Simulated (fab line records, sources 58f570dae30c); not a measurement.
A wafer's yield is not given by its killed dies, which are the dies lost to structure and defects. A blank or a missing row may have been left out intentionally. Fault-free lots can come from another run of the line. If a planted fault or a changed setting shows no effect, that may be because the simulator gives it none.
Chamber matching	flow berkeleyCmos170	UCB170_V1_CMP_02 on cmp-02 has 4 sister chambers
The step polishes SiO2. 4 wafers are shown with their chamber, then 7 later ones without.

WAFERS PAIRED WITH THEIR CHAMBERS
wafer	chamber	motorCurrentA (A)
L747.3	1	17.3
L753.2	3	14.3
L754.1	0	17.2
L754.5	2	15.3

WAFERS WHOSE CHAMBER IS MISSING
wafer	motorCurrentA (A)
L754.6	13.6
L758.2	16.4
L758.3	14.4
L758.6	17.3
L767.2	14.6
L767.3	17.2
L767.6	14.5

WHICH CHAMBER EACH ONE RAN IN
wafer	from the rows above	in truth
L754.6	3	3
L758.2	can't be placed: 0 or 1 or 2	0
L758.3	can't be placed: 3 or 2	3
L758.6	can't be placed: 1 or 0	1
L767.2	can't be placed: 3 or 2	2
L767.3	can't be placed: 0 or 1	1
L767.6	can't be placed: 3 or 2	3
Correctly placed: 1 of 7. From these rows, 6 cannot be placed; in 6 the true chamber is one of the candidates. Number placed wrongly: 0.
How it was worked out, from the rows above alone: a wafer's distance from a chamber is the root of the sum, over the readings, of the square of ((its reading less the chamber's mean) divided by the reading's scatter). The wafer belongs to the nearest chamber; if the next one is less than 2 further off, it can't be placed. Each chamber's mean is taken over the wafers shown for it. The scatter: root of mean squared gap, hidden wafer to nearest shown wafer, with one shown wafer a chamber.
